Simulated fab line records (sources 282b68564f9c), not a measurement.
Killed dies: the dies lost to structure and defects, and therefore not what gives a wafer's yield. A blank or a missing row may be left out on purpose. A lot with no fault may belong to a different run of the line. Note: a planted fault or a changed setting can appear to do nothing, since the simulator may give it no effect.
A lot that was struck, set against a sound lot / flow ritCmos / 16 out of 202 route steps
Sound: wafers L797.1, L797.3, L797.4. Struck: wafers L796.2, L796.4, L796.5. At the end, the cause is stated.
Order at every step that has rows: each side's tool, ch and its chambers, its first start. Under that, the readings that differ: sound wafers / struck wafers / difference of the means / sigmas: that difference in standard deviations of wafers without a fault.
alike: words and numbers the same on both sides, and readings whose means are apart by under 2 such deviations; not compared: readings that were withheld, readings missing a value for some wafer, numbers with overlapping values and no deviation given by the record, and bounds like >300 which may hide the same value.
A row with sigmas, a row that says differs or no value, or rows on one side alone: a step with any of these is where the two part. Non-overlapping numbers with no deviation appear without sigmas and do not part them. A reading that every wafer of one side lacks parts them only if that side has two wafers or more.

RIT_PWELL_TW_MEAS_10:
  sound: filmMetro-02 at day 3 17:47; struck: filmMetro-02 at day 3 14:48
  alike: PWELL_TW
then, 1 step without rows for these wafers: RIT_WELLDRIVE_ANNEAL_00 (time 14700 s).
RIT_WELLDRIVE_RS_MEAS_01: measurement is done with a four-point probe.
  sound: filmMetro-02 at day 4 01:12; struck: filmMetro-02 at day 3 20:55
reading=NWELL_RS (ohm/sq); sound=274.9 274.4 274.6; struck=276.8 276.1 276.8; difference=+1.9; sigmas=+2
RIT_WELLDRIVE_RS_MEAS_02: measurement is done with a four-point probe.
  sound: filmMetro-02 at day 4 01:19; struck: filmMetro-02 at day 3 21:02
  alike: PWELL_RS
then, 6 steps without rows for these wafers: RIT_NRETRO_HMDS_00 (prime time 60 s); RIT_NRETRO_COAT_01 (resist thk 1300 nm); RIT_NRETRO_SOFTBAKE_02 (time 60 s); RIT_NRETRO_EXPOSE_03 (exposes mask M4, target cd 43900 nm); RIT_NRETRO_PEB_04; RIT_NRETRO_DEVELOP_05 (develop time 68 s).
RIT_NRETRO_OVL_MEAS_06:
  sound: overlay-02 at day 4 02:35; struck: overlay-02 at day 3 22:09
  alike: NRETRO_OVL
then, 1 step without rows for these wafers: RIT_NRETRO_HARDBAKE_07 (time 120 s).
RIT_NRETRO_IMPLANT_08:
  sound on implanter-02 ch 0, day 4 03:03; struck on implanter-04 ch 0, day 3 22:27
reading=doseIonsCm2; sound=1.0015e+13 9.998e+12 1.0012e+13; struck=1.4056e+13 1.4069e+13 1.4079e+13; difference=+4.0597e+12; sigmas=+99 or more
reading=faradayCurrentUA; sound=32.6 31.7 31.6; struck=45.6 43.7 46.2; difference=+13.2; sigmas=+23
RIT_NRETRO_STRIP_09: strips in O2, time 180 s.
  sound on plasmaAsher-02 ch 0,1, day 4 03:12; struck on plasmaAsher-02 ch 0,1, day 3 22:35
  alike: chamberPressureMTorr, drypumpMotorCurrentA
  not compared: rfHoursCounterH
RIT_NRETRO_TW_MEAS_10:
  sound: filmMetro-03 at day 4 03:22; struck: filmMetro-04 at day 3 22:59
reading=NRETRO_TW; sound=1038 1033 1041; struck=1177 1175 1180; difference=+140; sigmas=+22
  not compared: hold
RIT_M1_PROBE_99:
  sound wafers here have rows in the record (prober-02, day 5 07:25); struck ones have none

== WHERE THEY PART ==
Last at RIT_M1_PROBE_99 as far as this record goes, first at RIT_WELLDRIVE_RS_MEAS_01.

WHY: the cause the simulator had injected
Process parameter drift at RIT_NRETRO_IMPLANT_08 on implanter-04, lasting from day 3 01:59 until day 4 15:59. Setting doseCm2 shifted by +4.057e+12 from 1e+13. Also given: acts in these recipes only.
